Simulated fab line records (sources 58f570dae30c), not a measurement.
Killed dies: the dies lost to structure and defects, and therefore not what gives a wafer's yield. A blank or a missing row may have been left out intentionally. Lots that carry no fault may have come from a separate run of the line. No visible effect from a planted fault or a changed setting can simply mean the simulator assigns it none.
fab line records / flow berkeley_cmos170
record: lots: 15 wafers: 45 last_day: 13
route steps=331 shown SPACER@174 PSD@180
lots that met no fault: taken from a fault-free run of the same line
start_h: hours from the record's opening day to when the first of the lot's shown wafers began / wait_h: how many hours have passed since the lot's step before this one / " as in the row above / L1.1+2: a single row standing in for several wafers / - no value present, or no start provided / * or withheld: withheld / < > ~ a bound
route shown NAME@n: names a module that has steps shown in the file, with the first one's number in the route / usual: the fault-free wafers' mean and standard deviation / same: alike in all rows / chamber/n: place in a boat / sites: readings site by site / _std_site: how widely they spread, as a standard deviation / _edge_site: the outer-site mean with the inner-site mean subtracted / radius_mm: how far each site lies from the wafer's centre / mask NAME#n: copy n / behind: the tool/chamber that last shaped the wafer / hold: the reason the lot was held/the length of the hold in hours/how it ended / device: which transistor (n, p or np) failed to switch / end of line: the same wafers' tests at the end of the route / a step with no rows: only its recipe / killed: not the wafer's yield, but the dies lost to structure and defects at the first sort / map: per-die view of a wafer (x killed, . not killed, _ where there is no die)
set.NAME: the run value of the setting; set.NAME@STEP: its run value at that earlier step / model.NAME: the simulator's own value behind a step, which no gauge read
a sample of lots followed through the steps of the route, with each step as a table and each wafer as a row
services: the hour from which a tool's chamber was out of use, counted from the record's first day as start_h (under 0 if before that day), plus the number of hours and why
== steps ==
step: UCB170_SPACER_ETCHBACK_03
recipe: stop_on: Si target: SiO2 chemistry: CHF3/CF4/Ar CHF3_flow_sccm: 50 cf4_flow_sccm: 10 Ar_flow_sccm: 120 pressure_mtorr: 200 rf_w: 500 target_depth_a: 3760 time_s: 100
usual: chamber_pressure_mTorr: 199.98/0.18 drypump_motor_current_A: 5.5/0.45 oes_product_au: 0.908/0.012 throttle_valve_pct: 6.48/0.07
lot.wafer=L257.1 tool=rie_diel-02 chamber=3 start_h=164.42 wait_h=0.0 chamber_pressure_mTorr=200.11 drypump_motor_current_A=5.6 oes_product_au=0.898 rf_hours_counter_h=7 throttle_valve_pct=6.58
lot.wafer=L257.2 tool=rie_diel-02 chamber=1 start_h=164.42 wait_h=0.0 chamber_pressure_mTorr=200.01 drypump_motor_current_A=5.4 oes_product_au=0.912 rf_hours_counter_h=74 throttle_valve_pct=6.42
lot.wafer=L257.6 tool=rie_diel-02 chamber=0 start_h=164.42 wait_h=0.0 chamber_pressure_mTorr=199.97 drypump_motor_current_A=5.8 oes_product_au=0.909 rf_hours_counter_h=- throttle_valve_pct=6.52
lot.wafer=L255.2 tool=rie_diel-01 chamber=1 start_h=164.45 wait_h=0.1 chamber_pressure_mTorr=199.72 drypump_motor_current_A=5.1 oes_product_au=0.894 rf_hours_counter_h=54 throttle_valve_pct=6.41
lot.wafer=L255.3 tool=rie_diel-01 chamber=2 start_h=164.45 wait_h=0.1 chamber_pressure_mTorr=199.95 drypump_motor_current_A=5.9 oes_product_au=0.905 rf_hours_counter_h=39 throttle_valve_pct=6.44
lot.wafer=L255.6 tool=rie_diel-01 chamber=3 start_h=164.45 wait_h=0.1 chamber_pressure_mTorr=200.18 drypump_motor_current_A=5.7 oes_product_au=0.931 rf_hours_counter_h=- throttle_valve_pct=6.60
lot.wafer=L258.1 tool=rie_diel-04 chamber=2 start_h=164.45 wait_h=0.1 chamber_pressure_mTorr=199.85 drypump_motor_current_A=5.0 oes_product_au=0.901 rf_hours_counter_h=9 throttle_valve_pct=6.46
lot.wafer=L258.2 tool=rie_diel-04 chamber=1 start_h=164.45 wait_h=0.1 chamber_pressure_mTorr=199.78 drypump_motor_current_A=5.3 oes_product_au=0.919 rf_hours_counter_h=76 throttle_valve_pct=6.40
lot.wafer=L258.3 tool=rie_diel-04 chamber=3 start_h=164.45 wait_h=0.1 chamber_pressure_mTorr=200.13 drypump_motor_current_A=5.2 oes_product_au=0.899 rf_hours_counter_h=116 throttle_valve_pct=6.53
lot.wafer=L261.1 tool=rie_diel-02 chamber=1 start_h=207.35 wait_h=0.0 chamber_pressure_mTorr=200.12 drypump_motor_current_A=5.4 oes_product_au=0.916 rf_hours_counter_h=75 throttle_valve_pct=6.42
lot.wafer=L261.2 tool=rie_diel-02 chamber=2 start_h=207.35 wait_h=0.0 chamber_pressure_mTorr=200.00 drypump_motor_current_A=5.8 oes_product_au=0.881 rf_hours_counter_h=38 throttle_valve_pct=6.62
lot.wafer=L261.4 tool=rie_diel-02 chamber=0 start_h=207.35 wait_h=0.0 chamber_pressure_mTorr=199.90 drypump_motor_current_A=5.8 oes_product_au=0.896 rf_hours_counter_h=5 throttle_valve_pct=6.53
lot.wafer=L262.1 tool=rie_diel-04 chamber=3 start_h=207.35 wait_h=0.0 chamber_pressure_mTorr=200.20 drypump_motor_current_A=5.2 oes_product_au=0.899 rf_hours_counter_h=118 throttle_valve_pct=6.52
lot.wafer=L262.5 tool=rie_diel-04 chamber=2 start_h=207.35 wait_h=0.0 chamber_pressure_mTorr=199.91 drypump_motor_current_A=5.0 oes_product_au=0.910 rf_hours_counter_h=- throttle_valve_pct=6.45
lot.wafer=L262.6 tool=rie_diel-04 chamber=1 start_h=207.35 wait_h=0.0 chamber_pressure_mTorr=199.70 drypump_motor_current_A=5.3 oes_product_au=0.923 rf_hours_counter_h=- throttle_valve_pct=6.40
lot.wafer=L269.1 tool=rie_diel-01 chamber=1 start_h=238.80 wait_h=0.0 chamber_pressure_mTorr=199.88 drypump_motor_current_A=5.1 oes_product_au=0.904 rf_hours_counter_h=57 throttle_valve_pct=6.41
lot.wafer=L269.4 tool=rie_diel-01 chamber=0 start_h=238.80 wait_h=0.0 chamber_pressure_mTorr=200.11 drypump_motor_current_A=5.3 oes_product_au=0.912 rf_hours_counter_h=50 throttle_valve_pct=6.45
lot.wafer=L269.6 tool=rie_diel-01 chamber=0 start_h=238.80 wait_h=0.0 chamber_pressure_mTorr=199.82 drypump_motor_current_A=5.3 oes_product_au=0.917 rf_hours_counter_h=- throttle_valve_pct=6.42
lot.wafer=L267.3 tool=rie_diel-02 chamber=1 start_h=238.85 wait_h=0.1 chamber_pressure_mTorr=200.29 drypump_motor_current_A=5.3 oes_product_au=0.905 rf_hours_counter_h=77 throttle_valve_pct=6.41
lot.wafer=L267.4 tool=rie_diel-02 chamber=2 start_h=238.85 wait_h=0.1 chamber_pressure_mTorr=200.05 drypump_motor_current_A=5.8 oes_product_au=0.895 rf_hours_counter_h=39 throttle_valve_pct=6.63
lot.wafer=L267.6 tool=rie_diel-02 chamber=3 start_h=238.85 wait_h=0.1 chamber_pressure_mTorr=199.99 drypump_motor_current_A=5.6 oes_product_au=0.893 rf_hours_counter_h=- throttle_valve_pct=6.59
lot.wafer=L270.1 tool=rie_diel-04 chamber=3 start_h=252.75 wait_h=0.0 chamber_pressure_mTorr=199.36 drypump_motor_current_A=5.2 oes_product_au=0.897 rf_hours_counter_h=119 throttle_valve_pct=6.53
lot.wafer=L270.2 tool=rie_diel-04 chamber=1 start_h=252.75 wait_h=0.0 chamber_pressure_mTorr=200.57 drypump_motor_current_A=5.3 oes_product_au=0.922 rf_hours_counter_h=80 throttle_valve_pct=6.42
lot.wafer=L270.3 tool=rie_diel-04 chamber=2 start_h=252.75 wait_h=0.0 chamber_pressure_mTorr=199.97 drypump_motor_current_A=5.0 oes_product_au=0.918 rf_hours_counter_h=13 throttle_valve_pct=6.46
lot.wafer=L271.2 tool=rie_diel-02 chamber=3 start_h=252.75 wait_h=0.0 chamber_pressure_mTorr=200.03 drypump_motor_current_A=5.6 oes_product_au=0.902 rf_hours_counter_h=11 throttle_valve_pct=6.58
lot.wafer=L271.4 tool=rie_diel-02 chamber=2 start_h=252.75 wait_h=0.0 chamber_pressure_mTorr=200.11 drypump_motor_current_A=5.8 oes_product_au=0.904 rf_hours_counter_h=39 throttle_valve_pct=6.61
lot.wafer=L271.6 tool=rie_diel-02 chamber=0 start_h=252.75 wait_h=0.0 chamber_pressure_mTorr=199.66 drypump_motor_current_A=5.8 oes_product_au=0.900 rf_hours_counter_h=- throttle_valve_pct=6.51
lot.wafer=L272.1 tool=rie_diel-04 chamber=3 start_h=260.32 wait_h=0.0 chamber_pressure_mTorr=200.18 drypump_motor_current_A=5.2 oes_product_au=0.896 rf_hours_counter_h=120 throttle_valve_pct=6.51
lot.wafer=L272.2 tool=rie_diel-04 chamber=0 start_h=260.32 wait_h=0.0 chamber_pressure_mTorr=199.98 drypump_motor_current_A=6.6 oes_product_au=0.924 rf_hours_counter_h=2 throttle_valve_pct=6.46
lot.wafer=L272.5 tool=rie_diel-04 chamber=2 start_h=260.32 wait_h=0.0 chamber_pressure_mTorr=199.97 drypump_motor_current_A=5.0 oes_product_au=0.922 rf_hours_counter_h=- throttle_valve_pct=6.46
lot.wafer=L273.2 tool=rie_diel-01 chamber=1 start_h=260.32 wait_h=0.0 chamber_pressure_mTorr=199.92 drypump_motor_current_A=5.1 oes_product_au=0.895 rf_hours_counter_h=59 throttle_valve_pct=6.41
lot.wafer=L273.3 tool=rie_diel-01 chamber=2 start_h=260.32 wait_h=0.0 chamber_pressure_mTorr=200.11 drypump_motor_current_A=6.0 oes_product_au=0.895 rf_hours_counter_h=43 throttle_valve_pct=6.45
lot.wafer=L273.5 tool=rie_diel-01 chamber=1 start_h=260.32 wait_h=0.0 chamber_pressure_mTorr=199.89 drypump_motor_current_A=5.2 oes_product_au=0.899 rf_hours_counter_h=- throttle_valve_pct=6.39
lot.wafer=L274.3 tool=rie_diel-04 chamber=2 start_h=272.28 wait_h=0.0 chamber_pressure_mTorr=199.93 drypump_motor_current_A=5.0 oes_product_au=0.908 rf_hours_counter_h=14 throttle_valve_pct=6.46
lot.wafer=L274.4 tool=rie_diel-04 chamber=1 start_h=272.28 wait_h=0.0 chamber_pressure_mTorr=200.02 drypump_motor_current_A=5.3 oes_product_au=0.927 rf_hours_counter_h=81 throttle_valve_pct=6.40
lot.wafer=L274.5 tool=rie_diel-04 chamber=3 start_h=272.28 wait_h=0.0 chamber_pressure_mTorr=200.08 drypump_motor_current_A=5.2 oes_product_au=0.890 rf_hours_counter_h=- throttle_valve_pct=6.51
lot.wafer=L277.1 tool=rie_diel-02 chamber=2 start_h=276.28 wait_h=0.0 chamber_pressure_mTorr=200.12 drypump_motor_current_A=5.8 oes_product_au=0.880 rf_hours_counter_h=41 throttle_valve_pct=6.62
lot.wafer=L277.3 tool=rie_diel-02 chamber=3 start_h=276.28 wait_h=0.0 chamber_pressure_mTorr=199.97 drypump_motor_current_A=5.6 oes_product_au=0.896 rf_hours_counter_h=12 throttle_valve_pct=6.59
lot.wafer=L277.5 tool=rie_diel-02 chamber=3 start_h=276.28 wait_h=0.0 chamber_pressure_mTorr=200.00 drypump_motor_current_A=5.6 oes_product_au=0.904 rf_hours_counter_h=- throttle_valve_pct=6.57
lot.wafer=L278.1 tool=rie_diel-01 chamber=3 start_h=276.28 wait_h=0.0 chamber_pressure_mTorr=199.96 drypump_motor_current_A=5.7 oes_product_au=0.901 rf_hours_counter_h=3 throttle_valve_pct=6.59
lot.wafer=L278.4 tool=rie_diel-01 chamber=1 start_h=276.28 wait_h=0.0 chamber_pressure_mTorr=200.23 drypump_motor_current_A=5.1 oes_product_au=0.904 rf_hours_counter_h=60 throttle_valve_pct=6.39
lot.wafer=L278.5 tool=rie_diel-01 chamber=3 start_h=276.28 wait_h=0.0 chamber_pressure_mTorr=199.99 drypump_motor_current_A=5.7 oes_product_au=0.923 rf_hours_counter_h=- throttle_valve_pct=6.59
lot.wafer=L275.1 tool=rie_diel-04 chamber=1 start_h=276.35 wait_h=0.1 chamber_pressure_mTorr=200.03 drypump_motor_current_A=5.3 oes_product_au=0.910 rf_hours_counter_h=81 throttle_valve_pct=6.40
lot.wafer=L275.3 tool=rie_diel-04 chamber=0 start_h=276.35 wait_h=0.1 chamber_pressure_mTorr=199.67 drypump_motor_current_A=6.6 oes_product_au=0.909 rf_hours_counter_h=2 throttle_valve_pct=6.45
lot.wafer=L275.6 tool=rie_diel-04 chamber=1 start_h=276.35 wait_h=0.1 chamber_pressure_mTorr=199.89 drypump_motor_current_A=5.3 oes_product_au=0.909 rf_hours_counter_h=- throttle_valve_pct=6.39
step: UCB170_PSD_DEVELOP_05
recipe: developer: TMAH develop_time_s: 45 resist: KrF dev_temp_c: 21
usual: chill_plate_temp_C: 23.00/0.09 develop_time_s: 45/0
lot.wafer=L257.1 tool=litho_track-03 chamber=0 start_h=166 wait_h=- chill_plate_temp_C=23.08 develop_time_s=45
lot.wafer=L257.2 tool=litho_track-03 chamber=0 start_h=166 wait_h=- chill_plate_temp_C=23.03 develop_time_s=45
lot.wafer=L257.6 tool=litho_track-03 chamber=0 start_h=166 wait_h=- chill_plate_temp_C=22.95 develop_time_s=45
lot.wafer=L255.2 tool=litho_track-02 chamber=0 start_h=166 wait_h=- chill_plate_temp_C=22.99 develop_time_s=45
lot.wafer=L255.3 tool=litho_track-02 chamber=0 start_h=166 wait_h=- chill_plate_temp_C=23.04 develop_time_s=45
lot.wafer=L255.6 tool=litho_track-02 chamber=0 start_h=166 wait_h=- chill_plate_temp_C=23.01 develop_time_s=45
lot.wafer=L258.1 tool=litho_track-02 chamber=0 start_h=166 wait_h=- chill_plate_temp_C=22.90 develop_time_s=45
lot.wafer=L258.2 tool=litho_track-02 chamber=0 start_h=166 wait_h=- chill_plate_temp_C=22.87 develop_time_s=45
lot.wafer=L258.3 tool=litho_track-02 chamber=0 start_h=166 wait_h=- chill_plate_temp_C=22.94 develop_time_s=45
lot.wafer=L262.1 tool=litho_track-03 chamber=0 start_h=209 wait_h=- chill_plate_temp_C=22.97 develop_time_s=45
lot.wafer=L262.5 tool=litho_track-03 chamber=0 start_h=209 wait_h=- chill_plate_temp_C=22.95 develop_time_s=45
lot.wafer=L262.6 tool=litho_track-03 chamber=0 start_h=209 wait_h=- chill_plate_temp_C=22.86 develop_time_s=45
lot.wafer=L261.1 tool=litho_track-02 chamber=0 start_h=209 wait_h=- chill_plate_temp_C=22.99 develop_time_s=45
lot.wafer=L261.2 tool=litho_track-02 chamber=0 start_h=209 wait_h=- chill_plate_temp_C=22.98 develop_time_s=45
lot.wafer=L261.4 tool=litho_track-02 chamber=0 start_h=209 wait_h=- chill_plate_temp_C=22.87 develop_time_s=45
lot.wafer=L269.1 tool=litho_track-02 chamber=- start_h=240 wait_h=- chill_plate_temp_C=- develop_time_s=-
lot.wafer=L269.4 tool=litho_track-02 chamber=- start_h=240 wait_h=- chill_plate_temp_C=- develop_time_s=-
lot.wafer=L269.6 tool=litho_track-02 chamber=- start_h=240 wait_h=- chill_plate_temp_C=- develop_time_s=-
lot.wafer=L267.3 tool=litho_track-02 chamber=- start_h=240 wait_h=- chill_plate_temp_C=- develop_time_s=-
lot.wafer=L267.4 tool=litho_track-02 chamber=- start_h=240 wait_h=- chill_plate_temp_C=- develop_time_s=-
lot.wafer=L267.6 tool=litho_track-02 chamber=- start_h=240 wait_h=- chill_plate_temp_C=- develop_time_s=-
lot.wafer=L270.1 tool=litho_track-04 chamber=- start_h=256 wait_h=- chill_plate_temp_C=- develop_time_s=-
lot.wafer=L270.2 tool=litho_track-04 chamber=- start_h=256 wait_h=- chill_plate_temp_C=- develop_time_s=-
lot.wafer=L270.3 tool=litho_track-04 chamber=- start_h=256 wait_h=- chill_plate_temp_C=- develop_time_s=-
lot.wafer=L271.2 tool=litho_track-03 chamber=0 start_h=256 wait_h=- chill_plate_temp_C=23.13 develop_time_s=45
lot.wafer=L271.4 tool=litho_track-03 chamber=0 start_h=256 wait_h=- chill_plate_temp_C=23.03 develop_time_s=45
lot.wafer=L271.6 tool=litho_track-03 chamber=0 start_h=256 wait_h=- chill_plate_temp_C=22.90 develop_time_s=45
lot.wafer=L272.1 tool=litho_track-02 chamber=0 start_h=261 wait_h=- chill_plate_temp_C=23.05 develop_time_s=45
lot.wafer=L272.2 tool=litho_track-02 chamber=0 start_h=261 wait_h=- chill_plate_temp_C=22.84 develop_time_s=45
lot.wafer=L272.5 tool=litho_track-02 chamber=0 start_h=261 wait_h=- chill_plate_temp_C=23.06 develop_time_s=45
lot.wafer=L273.2 tool=litho_track-04 chamber=0 start_h=261 wait_h=- chill_plate_temp_C=22.97 develop_time_s=45
lot.wafer=L273.3 tool=litho_track-04 chamber=0 start_h=261 wait_h=- chill_plate_temp_C=23.05 develop_time_s=45
lot.wafer=L273.5 tool=litho_track-04 chamber=0 start_h=261 wait_h=- chill_plate_temp_C=22.90 develop_time_s=45
lot.wafer=L274.3 tool=litho_track-02 chamber=0 start_h=274 wait_h=- chill_plate_temp_C=23.06 develop_time_s=45
lot.wafer=L274.4 tool=litho_track-02 chamber=0 start_h=274 wait_h=- chill_plate_temp_C=22.94 develop_time_s=45
lot.wafer=L274.5 tool=litho_track-02 chamber=0 start_h=274 wait_h=- chill_plate_temp_C=23.00 develop_time_s=45
lot.wafer=L278.1 tool=litho_track-04 chamber=0 start_h=278 wait_h=- chill_plate_temp_C=22.94 develop_time_s=45
lot.wafer=L278.4 tool=litho_track-04 chamber=0 start_h=278 wait_h=- chill_plate_temp_C=23.00 develop_time_s=45
lot.wafer=L278.5 tool=litho_track-04 chamber=0 start_h=278 wait_h=- chill_plate_temp_C=23.03 develop_time_s=45
lot.wafer=L277.1 tool=litho_track-02 chamber=0 start_h=278 wait_h=- chill_plate_temp_C=23.10 develop_time_s=45
lot.wafer=L277.3 tool=litho_track-02 chamber=0 start_h=278 wait_h=- chill_plate_temp_C=23.06 develop_time_s=45
lot.wafer=L277.5 tool=litho_track-02 chamber=0 start_h=278 wait_h=- chill_plate_temp_C=22.96 develop_time_s=45
lot.wafer=L275.1 tool=litho_track-04 chamber=0 start_h=278 wait_h=- chill_plate_temp_C=23.09 develop_time_s=45
lot.wafer=L275.3 tool=litho_track-04 chamber=0 start_h=278 wait_h=- chill_plate_temp_C=23.12 develop_time_s=45
lot.wafer=L275.6 tool=litho_track-04 chamber=0 start_h=278 wait_h=- chill_plate_temp_C=22.97 develop_time_s=45
step: UCB170_PSD_CD_MEAS_06
recipe: target_cd_nm: 1200
usual: cd_nm: 1199.5/1.5
lot.wafer=L257.1 tool=cd_sem-01 chamber=- start_h=166.24 wait_h=- cd_nm=1197.3
lot.wafer=L257.2 tool=cd_sem-01 chamber=- start_h=166.24 wait_h=- cd_nm=1198.9
lot.wafer=L257.6 tool=cd_sem-01 chamber=- start_h=166.24 wait_h=- cd_nm=1198.3
lot.wafer=L255.2 tool=cd_sem-02 chamber=- start_h=166.30 wait_h=- cd_nm=1199.2
lot.wafer=L255.3 tool=cd_sem-02 chamber=- start_h=166.30 wait_h=- cd_nm=1200.2
lot.wafer=L255.6 tool=cd_sem-02 chamber=- start_h=166.30 wait_h=- cd_nm=1197.9
lot.wafer=L258.1 tool=cd_sem-02 chamber=- start_h=166.55 wait_h=- cd_nm=1200.9
lot.wafer=L258.2 tool=cd_sem-02 chamber=- start_h=166.55 wait_h=- cd_nm=1199.4
lot.wafer=L258.3 tool=cd_sem-02 chamber=- start_h=166.55 wait_h=- cd_nm=1200.2
lot.wafer=L262.1 tool=cd_sem-01 chamber=- start_h=209.35 wait_h=- cd_nm=1203.1
lot.wafer=L262.5 tool=cd_sem-01 chamber=- start_h=209.35 wait_h=- cd_nm=1202.5
lot.wafer=L262.6 tool=cd_sem-01 chamber=- start_h=209.35 wait_h=- cd_nm=1203.6
lot.wafer=L261.1 tool=cd_sem-01 chamber=- start_h=209.47 wait_h=- cd_nm=1197.4
lot.wafer=L261.2 tool=cd_sem-01 chamber=- start_h=209.47 wait_h=- cd_nm=1198.1
lot.wafer=L261.4 tool=cd_sem-01 chamber=- start_h=209.47 wait_h=- cd_nm=1199.3
lot.wafer=L269.1 tool=cd_sem-02 chamber=- start_h=240.52 wait_h=- cd_nm=-
lot.wafer=L269.4 tool=cd_sem-02 chamber=- start_h=240.52 wait_h=- cd_nm=-
lot.wafer=L269.6 tool=cd_sem-02 chamber=- start_h=240.52 wait_h=- cd_nm=-
lot.wafer=L267.3 tool=cd_sem-01 chamber=- start_h=240.83 wait_h=- cd_nm=-
lot.wafer=L267.4 tool=cd_sem-01 chamber=- start_h=240.83 wait_h=- cd_nm=-
lot.wafer=L267.6 tool=cd_sem-01 chamber=- start_h=240.83 wait_h=- cd_nm=-
lot.wafer=L270.1 tool=cd_sem-01 chamber=- start_h=256.88 wait_h=- cd_nm=-
lot.wafer=L270.2 tool=cd_sem-01 chamber=- start_h=256.88 wait_h=- cd_nm=-
lot.wafer=L270.3 tool=cd_sem-01 chamber=- start_h=256.88 wait_h=- cd_nm=-
lot.wafer=L271.2 tool=cd_sem-02 chamber=- start_h=256.99 wait_h=- cd_nm=1200.2
lot.wafer=L271.4 tool=cd_sem-02 chamber=- start_h=256.99 wait_h=- cd_nm=1201.8
lot.wafer=L271.6 tool=cd_sem-02 chamber=- start_h=256.99 wait_h=- cd_nm=1200.7
lot.wafer=L272.1 tool=cd_sem-01 chamber=- start_h=261.27 wait_h=- cd_nm=1199.9
lot.wafer=L272.2 tool=cd_sem-01 chamber=- start_h=261.27 wait_h=- cd_nm=1199.2
lot.wafer=L272.5 tool=cd_sem-01 chamber=- start_h=261.27 wait_h=- cd_nm=1198.1
lot.wafer=L273.2 tool=cd_sem-02 chamber=- start_h=261.74 wait_h=- cd_nm=1198.0
lot.wafer=L273.3 tool=cd_sem-02 chamber=- start_h=261.74 wait_h=- cd_nm=1198.6
lot.wafer=L273.5 tool=cd_sem-02 chamber=- start_h=261.74 wait_h=- cd_nm=1198.5
lot.wafer=L274.3 tool=cd_sem-01 chamber=- start_h=274.86 wait_h=- cd_nm=1195.9
lot.wafer=L274.4 tool=cd_sem-01 chamber=- start_h=274.86 wait_h=- cd_nm=1197.2
lot.wafer=L274.5 tool=cd_sem-01 chamber=- start_h=274.86 wait_h=- cd_nm=1194.9
lot.wafer=L278.1 tool=cd_sem-02 chamber=- start_h=278.69 wait_h=- cd_nm=1201.3
lot.wafer=L278.4 tool=cd_sem-02 chamber=- start_h=278.69 wait_h=- cd_nm=1201.1
lot.wafer=L278.5 tool=cd_sem-02 chamber=- start_h=278.69 wait_h=- cd_nm=1200.4
lot.wafer=L277.1 tool=cd_sem-02 chamber=- start_h=278.93 wait_h=- cd_nm=1200.0
lot.wafer=L277.3 tool=cd_sem-02 chamber=- start_h=278.93 wait_h=- cd_nm=1199.5
lot.wafer=L277.5 tool=cd_sem-02 chamber=- start_h=278.93 wait_h=- cd_nm=1200.8
lot.wafer=L275.1 tool=cd_sem-01 chamber=- start_h=278.99 wait_h=- cd_nm=1198.4
lot.wafer=L275.3 tool=cd_sem-01 chamber=- start_h=278.99 wait_h=- cd_nm=1199.9
lot.wafer=L275.6 tool=cd_sem-01 chamber=- start_h=278.99 wait_h=- cd_nm=1200.1
step: UCB170_SDANNEAL_RS_MEAS_02
recipe: thk_meas_gauge: four-point-probe
usual: PSD_RS: 75.5/0.36
lot.wafer=L257.1 tool=film_metro-01 chamber=- start_h=171.52 wait_h=0.1 PSD_RS[ohm/sq]=75.8
lot.wafer=L257.2 tool=film_metro-01 chamber=- start_h=171.52 wait_h=0.1 PSD_RS[ohm/sq]=75.5
lot.wafer=L257.6 tool=film_metro-01 chamber=- start_h=171.52 wait_h=0.1 PSD_RS[ohm/sq]=75.4
lot.wafer=L255.2 tool=film_metro-01 chamber=- start_h=172.18 wait_h=0.1 PSD_RS[ohm/sq]=75.7
lot.wafer=L255.3 tool=film_metro-01 chamber=- start_h=172.18 wait_h=0.1 PSD_RS[ohm/sq]=75.5
lot.wafer=L255.6 tool=film_metro-01 chamber=- start_h=172.18 wait_h=0.1 PSD_RS[ohm/sq]=75.7
lot.wafer=L258.1 tool=film_metro-03 chamber=- start_h=172.42 wait_h=0.1 PSD_RS[ohm/sq]=75.4
lot.wafer=L258.2 tool=film_metro-03 chamber=- start_h=172.42 wait_h=0.1 PSD_RS[ohm/sq]=75.4
lot.wafer=L258.3 tool=film_metro-03 chamber=- start_h=172.42 wait_h=0.1 PSD_RS[ohm/sq]=75.4
lot.wafer=L262.1 tool=film_metro-03 chamber=- start_h=212.66 wait_h=0.0 PSD_RS[ohm/sq]=75.3
lot.wafer=L262.5 tool=film_metro-03 chamber=- start_h=212.66 wait_h=0.0 PSD_RS[ohm/sq]=75.6
lot.wafer=L262.6 tool=film_metro-03 chamber=- start_h=212.66 wait_h=0.0 PSD_RS[ohm/sq]=75.5
lot.wafer=L261.1 tool=film_metro-02 chamber=- start_h=212.95 wait_h=0.0 PSD_RS[ohm/sq]=76.1
lot.wafer=L261.2 tool=film_metro-02 chamber=- start_h=212.95 wait_h=0.0 PSD_RS[ohm/sq]=76.1
lot.wafer=L261.4 tool=film_metro-02 chamber=- start_h=212.95 wait_h=0.0 PSD_RS[ohm/sq]=76.3
lot.wafer=L269.1 tool=film_metro-02 chamber=- start_h=247.10 wait_h=0.1 PSD_RS[ohm/sq]=75.5
lot.wafer=L269.4 tool=film_metro-02 chamber=- start_h=247.10 wait_h=0.1 PSD_RS[ohm/sq]=75.2
lot.wafer=L269.6 tool=film_metro-02 chamber=- start_h=247.10 wait_h=0.1 PSD_RS[ohm/sq]=75.4
lot.wafer=L267.3 tool=film_metro-01 chamber=- start_h=247.36 wait_h=0.1 PSD_RS[ohm/sq]=76.3
lot.wafer=L267.4 tool=film_metro-01 chamber=- start_h=247.36 wait_h=0.1 PSD_RS[ohm/sq]=76.0
lot.wafer=L267.6 tool=film_metro-01 chamber=- start_h=247.36 wait_h=0.1 PSD_RS[ohm/sq]=76.2
lot.wafer=L270.1 tool=film_metro-02 chamber=- start_h=260.16 wait_h=0.0 PSD_RS[ohm/sq]=75.2
lot.wafer=L270.2 tool=film_metro-02 chamber=- start_h=260.16 wait_h=0.0 PSD_RS[ohm/sq]=74.7
lot.wafer=L270.3 tool=film_metro-02 chamber=- start_h=260.16 wait_h=0.0 PSD_RS[ohm/sq]=75.3
lot.wafer=L271.2 tool=film_metro-01 chamber=- start_h=260.48 wait_h=0.1 PSD_RS[ohm/sq]=75.3
lot.wafer=L271.4 tool=film_metro-01 chamber=- start_h=260.48 wait_h=0.1 PSD_RS[ohm/sq]=75.9
lot.wafer=L271.6 tool=film_metro-01 chamber=- start_h=260.48 wait_h=0.1 PSD_RS[ohm/sq]=75.6
lot.wafer=L272.1 tool=film_metro-01 chamber=- start_h=265.11 wait_h=0.0 PSD_RS[ohm/sq]=75.1
lot.wafer=L272.2 tool=film_metro-01 chamber=- start_h=265.11 wait_h=0.0 PSD_RS[ohm/sq]=75.0
lot.wafer=L272.5 tool=film_metro-01 chamber=- start_h=265.11 wait_h=0.0 PSD_RS[ohm/sq]=75.2
lot.wafer=L273.2 tool=film_metro-02 chamber=- start_h=266.74 wait_h=0.1 PSD_RS[ohm/sq]=75.7
lot.wafer=L273.3 tool=film_metro-02 chamber=- start_h=266.74 wait_h=0.1 PSD_RS[ohm/sq]=75.9
lot.wafer=L273.5 tool=film_metro-02 chamber=- start_h=266.74 wait_h=0.1 PSD_RS[ohm/sq]=75.6
lot.wafer=L274.3 tool=film_metro-02 chamber=- start_h=280.29 wait_h=0.1 PSD_RS[ohm/sq]=75.7
lot.wafer=L274.4 tool=film_metro-02 chamber=- start_h=280.29 wait_h=0.1 PSD_RS[ohm/sq]=75.5
lot.wafer=L274.5 tool=film_metro-02 chamber=- start_h=280.29 wait_h=0.1 PSD_RS[ohm/sq]=75.3
lot.wafer=L275.1 tool=film_metro-01 chamber=- start_h=283.29 wait_h=0.0 PSD_RS[ohm/sq]=75.0
lot.wafer=L275.3 tool=film_metro-01 chamber=- start_h=283.29 wait_h=0.0 PSD_RS[ohm/sq]=74.9
lot.wafer=L275.6 tool=film_metro-01 chamber=- start_h=283.29 wait_h=0.0 PSD_RS[ohm/sq]=75.1
lot.wafer=L277.1 tool=film_metro-02 chamber=- start_h=283.47 wait_h=0.0 PSD_RS[ohm/sq]=76.0
lot.wafer=L277.3 tool=film_metro-02 chamber=- start_h=283.47 wait_h=0.0 PSD_RS[ohm/sq]=75.9
lot.wafer=L277.5 tool=film_metro-02 chamber=- start_h=283.47 wait_h=0.0 PSD_RS[ohm/sq]=75.6
lot.wafer=L278.1 tool=film_metro-03 chamber=- start_h=283.74 wait_h=0.0 PSD_RS[ohm/sq]=75.9
lot.wafer=L278.4 tool=film_metro-03 chamber=- start_h=283.74 wait_h=0.0 PSD_RS[ohm/sq]=75.7
lot.wafer=L278.5 tool=film_metro-03 chamber=- start_h=283.74 wait_h=0.0 PSD_RS[ohm/sq]=75.8
== services ==
tool=rie_diel-02 chamber=0 start_h=155.70 hours=1.2 kind=repair
tool=rie_diel-02 chamber=- start_h=166.06 hours=2.8 kind=pm
tool=rie_diel-04 chamber=0 start_h=183.71 hours=3.7 kind=repair
tool=rie_diel-04 chamber=0 start_h=187.43 hours=- kind=clean
tool=rie_diel-04 chamber=0 start_h=187.43 hours=33.2 kind=scheduled_down
tool=rie_diel-04 chamber=0 start_h=187.43 hours=33.2 kind=vent_cycle
tool=rie_diel-01 chamber=3 start_h=194.09 hours=- kind=clean
tool=rie_diel-01 chamber=3 start_h=194.09 hours=19.6 kind=scheduled_down
tool=rie_diel-01 chamber=3 start_h=194.09 hours=19.6 kind=vent_cycle
tool=rie_diel-01 chamber=0 start_h=208.70 hours=1.3 kind=repair
tool=rie_diel-02 chamber=- start_h=237.19 hours=0.5 kind=repair
== key ==
first_sign: step: UCB170_PSD_DEVELOP_05 reading: tool_record direction: missing
effect none on later readings
met_at UCB170_PSD_DEVELOP_05
struck_lots L267,L269,L270
sort_left_out L267.3,L267.4,L267.6,L269.1,L269.4,L269.6,L270.1,L270.2,L270.3
tester_left_out L267,L269,L270
not_acting_at UCB170_SPACER_ETCHBACK_03,UCB170_PSD_CD_MEAS_06,UCB170_SDANNEAL_RS_MEAS_02
fault: kind: skipped_step_whole tool: litho_track-02,litho_track-04 chamber: - onset_h: 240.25 steps: UCB170_PSD_DEVELOP_05 scope: struck_lots_only
tester_left_out: of these lots the tester's yield and bins aren't shown, on N5 and GAA mostly nor the transistor test; their killed dies are dies lost to structure and defects alone, not to doping, threshold or leakage, so they don't give the yield
sort_left_out: the simulated sort isn't trusted on such a fault, so these wafers' sort isn't shown, and their yield isn't known
